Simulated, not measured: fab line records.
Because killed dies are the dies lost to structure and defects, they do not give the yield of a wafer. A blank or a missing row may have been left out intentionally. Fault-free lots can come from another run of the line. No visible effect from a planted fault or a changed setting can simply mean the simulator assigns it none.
What tool caused it? | flow rit-cmos | 42 wafers from 14 lots sampled at 3 of the route's 202 steps

WHAT EACH GAUGE READ, for each wafer
RIT_NWELL_TW_MEAS_10. Usual: NWELL_TW typically reads 2130, with standard deviation 11.
lot  | measured    | on            | NWELL_TW                      | flag
L461 | day 2 02:04 | film-metro-01 | 2107 2115 2122                |
L462 | day 2 05:23 | film-metro-03 | 2145 2117 2135                |
L463 | day 2 08:12 | film-metro-01 | 2116 2114 2128                |
L464 | day 2 14:42 | film-metro-03 | 2127 2127 2127                |
L465 | day 2 18:46 | film-metro-03 | 2121 2125 2126                |
L466 | day 2 23:29 | film-metro-01 | 2122 2118 2125                |
L467 | day 3 04:29 | film-metro-04 | 2140 2138 2163                |
L468 | day 3 09:46 | film-metro-01 | 2132 2138 2131                |
L469 | day 3 14:06 | film-metro-01 | 2152 2135 2134                |
L470 | day 3 21:14 | film-metro-03 | 2232 2225 2227 2243 2226 2226 | OFF
L471 | day 4 00:26 | film-metro-01 | 2228 2215 2209 2216 2207 2219 | OFF
L472 | day 4 09:05 | film-metro-03 | 2239 2233 2240 2244 2243 2242 | OFF
L478 | day 5 15:34 | film-metro-01 | 2123 2114 2121                |
L482 | day 6 10:18 | film-metro-04 | 2141 2129 2127                |

RIT_WELLDRIVE_RS_MEAS_01: measurement is done with a four-point probe. Usual: NWELL_RS typically reads 275.5 ohm/sq, with standard deviation 0.69.
lot  | measured    | on            | NWELL_RS (ohm/sq)                   | flag
L461 | day 2 09:13 | film-metro-03 | 275.3 274.2 275.7                   |
L462 | day 2 13:08 | film-metro-01 | 274.1 275.3 274.9                   |
L463 | day 2 15:02 | film-metro-01 | 275.9 275.0 274.9                   |
L464 | day 2 21:41 | film-metro-03 | 275.5 275.0 275.6                   |
L465 | day 3 02:13 | film-metro-04 | 275.4 275.9 275.9                   |
L466 | day 3 07:17 | film-metro-03 | 275.9 275.5 275.3                   |
L467 | day 3 12:18 | film-metro-03 | 275.3 275.8 275.3                   |
L468 | day 3 17:24 | film-metro-03 | 276.0 275.8 275.2                   |
L469 | day 3 20:47 | film-metro-01 | 274.6 274.2 274.5                   |
L470 | day 4 06:19 | film-metro-01 | 251.5 251.8 252.2 251.3 251.9 252.1 | OFF
L471 | day 4 10:19 | film-metro-04 | 252.1 253.3 253.8 252.7 253.3 253.8 | OFF
L472 | day 4 19:31 | film-metro-03 | 251.7 252.7 252.2 251.2 251.3 252.9 | OFF
L478 | day 5 22:16 | film-metro-01 | 274.9 275.0 275.8                   |
L482 | day 6 18:08 | film-metro-01 | 274.4 274.5 275.2                   |

TOOL THAT RAN EACH LOT (tool first, then ch and the chambers of the sampled wafers, then the start)
lot  | RIT_NWELL_IMPLANT_08
L461 | implanter-03 ch 0, day 2 01:35
L462 | implanter-01 ch 0, day 2 05:04
L463 | implanter-01 ch 0, day 2 07:53
L464 | implanter-03 ch 0, day 2 14:22
L465 | implanter-01 ch 0, day 2 18:28
L466 | implanter-02 ch 0, day 2 23:11
L467 | implanter-03 ch 0, day 3 04:10
L468 | implanter-03 ch 0, day 3 09:28
L469 | implanter-02 ch 0, day 3 13:46
L470 | implanter-02 ch 0, day 3 20:54
L471 | implanter-02 ch 0, day 4 00:10
L472 | implanter-02 ch 0, day 4 08:46
L478 | implanter-03 ch 0, day 5 15:16
L482 | implanter-01 ch 0, day 6 09:59
- RIT_NWELL_IMPLANT_08

WHAT THE TOOLS THEMSELVES READ (means of the sampled wafers that have a number; where no wafer has one, the mark that the record gives instead)
RIT_NWELL_IMPLANT_08. Usual: dose-ions-cm2 4.998e+13, standard deviation 5e+10; faraday-current-uA 159, standard deviation 3.4; tilt-deg 7.000 degrees, standard deviation 0.02.
lot  | tool         | dose-ions-cm2 | faraday-current-uA | tilt-deg (degrees) | flag
L461 | implanter-03 | 5.003e+13     | 160                | 7.016              |
L462 | implanter-01 | 4.997e+13     | 158                | 7.005              |
L463 | implanter-01 | 5.002e+13     | 156                | 7.015              |
L464 | implanter-03 | 5.001e+13     | 157                | 6.997              |
L465 | implanter-01 | 5.000e+13     | 156                | 6.998              |
L466 | implanter-02 | 4.988e+13     | 159                | 6.979              |
L467 | implanter-03 | 4.999e+13     | 157                | 6.996              |
L468 | implanter-03 | 4.998e+13     | 157                | 6.989              |
L469 | implanter-02 | 4.997e+13     | 162                | 7.002              |
L470 | implanter-02 | 5.799e+13     | 183                | 6.982              | OFF
L471 | implanter-02 | 5.798e+13     | 183                | 6.998              | OFF
L472 | implanter-02 | 5.796e+13     | 183                | 6.992              | OFF
L478 | implanter-03 | 5.003e+13     | 156                | 6.994              |
L482 | implanter-01 | 4.997e+13     | 159                | 7.008              |

THE ANSWER, worked out from the rows above alone
Rule: a lot is off if the mean of its wafers that have a number lies more than 3 standard deviations from the usual mean. Also off: a lot with no number at a reading for which 4 or more lots have one. The other lots that the step has rows for count as sound. The gauges are gone through in route order, then the tools' own readings, and for those a lot's mean is taken as printed above. The first step at which some lot is off is used, and at that step the reading that is off furthest; a lot without a number counts as furthest.
Off: at RIT_NWELL_TW_MEAS_10 (NWELL_TW), L470, L471, L472.
If a tool, at a process step before that reading, ran all the lots that are off and no sound lot after the first of them, it fits. Not tried: the gauges at RIT_NWELL_TW_MEAS_10; whatever is off there is also off at RIT_NWELL_IMPLANT_08, on other tools, and gauge error can't account for it. One fits: implanter-02 at RIT_NWELL_IMPLANT_08. A fault onset in the window from L469 (day 3 13:46, its last sound lot) to L470 (day 3 20:54, its first lot off) fits.
The tool's own readings at RIT_NWELL_IMPLANT_08 bear it out: on the lots that are off they differ by more than 5 times the standard deviation of the sound lots' means. dose-ions-cm2 reads 5.798e+13 there against 4.999e+13 on the sound lots; faraday-current-uA reads 183 there against 158 on the sound lots.

WHAT WAS PUT IN BY THE SIMULATOR
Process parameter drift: implanter-02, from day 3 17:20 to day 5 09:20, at RIT_NWELL_IMPLANT_08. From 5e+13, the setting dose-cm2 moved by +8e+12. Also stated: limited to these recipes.
Lots struck among those shown: L470, L471, L472. The rule given above showed the same thing.
